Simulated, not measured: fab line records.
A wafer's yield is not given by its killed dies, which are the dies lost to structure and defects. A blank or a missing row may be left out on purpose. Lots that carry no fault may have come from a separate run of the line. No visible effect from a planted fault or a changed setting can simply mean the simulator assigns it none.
A lot that was struck, set against a sound lot || flow rit_cmos || 43 out of 202 route steps
Sound: the wafers L387.1, L387.2, L387.3. Wafers struck: L400.1, L400.3, L400.4. At the end, the cause is stated.
Each step with rows lists, per side, the tool, then ch with its chambers, then its first start. Under that, the readings that differ: sound wafers || struck wafers || difference of the means || sigmas: that difference in standard deviations of wafers without a fault.
alike: a reading whose means differ by less than 2 such deviations, as well as words and numbers matching on both sides. not compared: withheld readings; readings where some wafer has no value; bounds like >300 that might hide an equal value; numbers whose values overlap and for which the record gives no deviation.
A row with sigmas, a row that says differs or no value, or rows on one side alone: a step with any of these is where the two part. When numbers do not overlap yet have no deviation, they are printed without sigmas and do not part them. Lack of a reading on every wafer of one side parts them only where that side has two or more wafers.

first, 1 step without rows for these wafers: RIT_ACTIVE_DEVELOP_10 (develop time 50 s).
RIT_ACTIVE_CD_MEAS_11 targets a cd of 1400 nm.
  struck on cd_sem-01, day 5 14:26; sound on cd_sem-01, day 2 21:28
  alike: cd_nm
then, 1 step without rows for these wafers: RIT_ACTIVE_HARDBAKE_12 (time 60 s).
RIT_ACTIVE_ETCH_13: etches Si3N4 in SF6, stops on SiO2, time 210 s, target depth 210 nm.
  sound on rie_diel-02 ch 0,1,2, day 2 21:44; struck on rie_diel-01 ch 0,2,3, day 5 14:50
{"reading": "rf_hours_counter_h (h)", "sound": "167 60 137", "struck": "26 9 24", "difference": -102, "sigmas": ""}
  alike: SF6_flow_sccm, drypump_motor_current_A, oes_product_au, throttle_valve_pct
RIT_ACTIVE_STRIP_14: strips in O2, time 180 s.
  sound on plasma_asher-02 ch 0,1, day 2 21:52; struck on plasma_asher-01 ch 0,1, day 5 14:58
  alike: drypump_motor_current_A
  not compared: rf_hours_counter_h
RIT_ACTIVE_CD_MEAS_90 targets a cd of 1400 nm.
  struck on cd_sem-01, day 5 15:09; sound on cd_sem-02, day 2 22:03
  alike: cd_nm
then, 4 steps without rows for these wafers: RIT_ACTIVE_CLEAN_15 (cleans in SC1, time 600 s); RIT_ACTIVE_CLEAN_16 (cleans in dHF, time 30 s); RIT_ACTIVE_CLEAN_17 (cleans in SC2, time 600 s); RIT_FOX1_OXIDATION_00 (target thk 350.7 nm, ox time 1130 s).
RIT_FOX1_THK_MEAS_01:
  struck on film_metro-02, day 5 16:58; sound on film_metro-04, day 3 00:37
{"reading": "FOX1_OXIDE_THK (nm)", "sound": "363 361 358", "struck": "349 350 345", "difference": -13, "sigmas": -2}
then, 1 step without rows for these wafers: RIT_FOX1_WET_ETCH_02 (etches SiO2 in BOE, target depth 350 nm, time 390 s).
RIT_FOX2_OXIDATION_00: target thk 350.7 nm, ox time 1130 s.
  sound on furnace-01 ch 0, day 3 01:18; struck on furnace-04 ch 0, day 5 17:08
  alike: ox_temp_c_max
RIT_FOX2_THK_MEAS_01:
  struck on film_metro-02, day 5 18:28; sound on film_metro-01, day 3 02:37
{"reading": "FOX2_OXIDE_THK (nm)", "sound": "337 342 341", "struck": "350 359 355", "difference": "+15", "sigmas": "+2"}
then, 2 steps without rows for these wafers: RIT_FOX2_CLEAN_02 (cleans in dHF, time 180 s); RIT_FOX2_WET_ETCH_03 (etches Si3N4 in H3PO4, target depth 195 nm, time 2700 s).
RIT_FOX2_THK_MEAS_90:
  struck on film_metro-03, day 5 19:24; sound on film_metro-01, day 3 03:29
{"reading": "FIELD_OXIDE_LEFT_1_THK (nm)", "sound": "309 314 314", "struck": "323 332 328", "difference": "+15", "sigmas": "+2"}
then, 6 steps without rows for these wafers: RIT_NWELL_HMDS_00 (prime time 60 s); RIT_NWELL_COAT_01 (resist thk 1300 nm); RIT_NWELL_SOFTBAKE_02 (time 60 s); RIT_NWELL_EXPOSE_03 (exposes mask M2, target cd 43900 nm); RIT_NWELL_PEB_04; RIT_NWELL_DEVELOP_05 (develop time 68 s).
RIT_NWELL_OVL_MEAS_06:
  struck on overlay-02, day 5 20:28; sound on overlay-01, day 3 04:34
  alike: NWELL_OVL
then, 2 steps without rows for these wafers: RIT_NWELL_HARDBAKE_07 (time 120 s); RIT_NWELL_IMPLANT_08.
RIT_NWELL_STRIP_09: strips in O2, time 180 s.
  sound on plasma_asher-03 ch 0,1, day 3 05:00; struck on plasma_asher-03 ch 0,1, day 5 20:54
  alike: drypump_motor_current_A
  not compared: rf_hours_counter_h
RIT_NWELL_TW_MEAS_10:
  struck on film_metro-04, day 5 21:05; sound on film_metro-02, day 3 05:11
  alike: NWELL_TW
then, 6 steps without rows for these wafers: RIT_PWELL_HMDS_00 (prime time 60 s); RIT_PWELL_COAT_01 (resist thk 1300 nm); RIT_PWELL_SOFTBAKE_02 (time 60 s); RIT_PWELL_EXPOSE_03 (exposes mask M3, target cd 43700 nm); RIT_PWELL_PEB_04; RIT_PWELL_DEVELOP_05 (develop time 68 s).
RIT_PWELL_OVL_MEAS_06:
  struck on overlay-01, day 5 22:02; sound on overlay-01, day 3 06:07
  alike: PWELL_OVL
then, 2 steps without rows for these wafers: RIT_PWELL_HARDBAKE_07 (time 120 s); RIT_PWELL_IMPLANT_08.
RIT_PWELL_STRIP_09: strips in O2, time 180 s.
  sound on plasma_asher-03 ch 0,1, day 3 06:33; struck on plasma_asher-02 ch 0,1, day 5 22:28
  alike: drypump_motor_current_A
  not compared: rf_hours_counter_h
RIT_PWELL_TW_MEAS_10:
  struck on film_metro-02, day 5 22:38; sound on film_metro-03, day 3 06:44
{"reading": "PWELL_TW", "sound": "971 965 966", "struck": "941 950 944", "difference": -22, "sigmas": -2}
then, 1 step without rows for these wafers: RIT_WELLDRIVE_ANNEAL_00 (time 14700 s).
RIT_WELLDRIVE_RS_MEAS_01: measures by four-point-probe.
  struck on film_metro-03, day 6 04:41; sound on film_metro-03, day 3 12:38
  alike: NWELL_RS
RIT_WELLDRIVE_RS_MEAS_02: measures by four-point-probe.
  struck on film_metro-03, day 6 04:48; sound on film_metro-03, day 3 12:46
  alike: PWELL_RS
RIT_M1_PROBE_99:
  rows exist in the record for the struck wafers here (prober-01, day 7 11:53), but not for the sound ones

WHERE THEY PART
Earliest at RIT_FOX1_THK_MEAS_01; latest, in this record, at RIT_M1_PROBE_99.

WHY: whatever the simulator had introduced
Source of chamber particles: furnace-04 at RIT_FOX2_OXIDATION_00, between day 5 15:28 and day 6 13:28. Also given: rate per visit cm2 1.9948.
